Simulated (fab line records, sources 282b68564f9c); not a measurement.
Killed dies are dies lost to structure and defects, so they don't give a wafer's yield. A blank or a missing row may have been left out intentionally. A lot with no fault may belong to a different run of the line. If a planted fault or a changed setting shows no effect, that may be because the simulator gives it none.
A struck lot beside a sound one || flow ritCmos || 15 out of 202 route steps
Sound: wafers L374.1, L374.2, L374.4. Wafers struck: L379.1, L379.2, L379.6. The cause is given at the end.
Per side, at each step with rows, come the tool, then ch with its chambers, and then its first start. Under that, the readings that differ: sound wafers || struck wafers || difference of the means || sigmas: that difference in standard deviations of wafers without a fault.
alike: same words and numbers on both sides, and readings whose means sit less than 2 such deviations apart. not compared: any withheld reading, any reading some wafer has no value for, any bound like >300 that may hide the same value, and any number with overlapping values for which the record gives no deviation.
The two part at a step that has a row with sigmas, a row that says differs or no value, or rows on one side only. Numbers that don't overlap but have no deviation are shown without sigmas and don't part them. Lack of a reading on every wafer of one side parts them only where that side has two or more wafers.

first, 4 steps without rows for these wafers: RIT_PLDD_SOFTBAKE_02 (time 60 s); RIT_PLDD_EXPOSE_03 (exposes mask M8, target cd 40900 nm); RIT_PLDD_PEB_04; RIT_PLDD_DEVELOP_05 (develop time 50 s).
RIT_PLDD_OVL_MEAS_06:
  struck on overlay-02, day 4 09:56; sound on overlay-01, day 3 11:27
  alike: PLDD_OVL
then, 2 steps without rows for these wafers: RIT_PLDD_HARDBAKE_07 (time 60 s); RIT_PLDD_IMPLANT_08.
RIT_PLDD_STRIP_09: strips in O2, time 180 s.
  sound on plasmaAsher-03 ch 0,1, day 3 11:47; struck on plasmaAsher-03 ch 0,1, day 4 10:16
  alike: drypumpMotorCurrentA
  not compared: rfHoursCounterH
RIT_PLDD_TW_MEAS_10:
  struck on filmMetro-04, day 4 10:26; sound on filmMetro-03, day 3 11:58
  alike: PLDD_TW
then, 3 steps without rows for these wafers: RIT_SPACER_CLEAN_00 (cleans in SC1, time 600 s); RIT_SPACER_CLEAN_01 (cleans in dHF, time 30 s); RIT_SPACER_CLEAN_02 (cleans in SC2, time 600 s).
RIT_SPACER_CVD_03: deposits Si3N4 from SiH2Cl2/NH3, target thk 250 nm, time 3300 s.
  sound on lpcvd-02 ch 0, day 3 12:25; struck on lpcvd-01 ch 0, day 4 10:52
{"reading": "model.Si3N4_of_SPACER_CVD_03.thkNm (nm)", "sound": "245.5 246.7 248.4", "struck": "322.2 324.9 327.7", "difference": "+78.1", "sigmas": ""}
RIT_SPACER_THK_MEAS_04:
  struck on filmMetro-04, day 4 12:47; sound on filmMetro-02, day 3 14:19
{"reading": "SPACER_NITRIDE_THK (nm)", "sound": "245.4 246.5 248.6", "struck": "322.1 324.8 327.8", "difference": "+78.1", "sigmas": "+33"}
RIT_SPACER_ETCHBACK_05: etches Si3N4 in SF6/CHF3, stops on SiO2, target depth 250 nm, time 240 s.
  sound on rieDiel-04 ch 0,1,3, day 3 14:23; struck on rieDiel-02 ch 0,3, day 4 12:51
{"reading": "oesProductAu (a.u.)", "sound": "0.845 0.866 0.851", "struck": "1.009 1.018 1.010", "difference": "+0.158", "sigmas": "+14"}
{"reading": "model.etch.depthNm (nm)", "sound": "245.5 246.7 248.4", "struck": "314.2 316.1 313.3", "difference": "+67.7", "sigmas": ""}
{"reading": "model.Si3N4_of_SPACER_CVD_03.thkNm (nm)", "sound": "192.1 194.4 195", "struck": "252.2 253.9 256.7", "difference": "+60.4", "sigmas": ""}
  alike: drypumpMotorCurrentA, throttleValvePct
  not compared: rfHoursCounterH

WHERE THEY PART
At RIT_SPACER_THK_MEAS_04 first; at RIT_SPACER_ETCHBACK_05 last (within this record only).

WHY: the cause the simulator had injected
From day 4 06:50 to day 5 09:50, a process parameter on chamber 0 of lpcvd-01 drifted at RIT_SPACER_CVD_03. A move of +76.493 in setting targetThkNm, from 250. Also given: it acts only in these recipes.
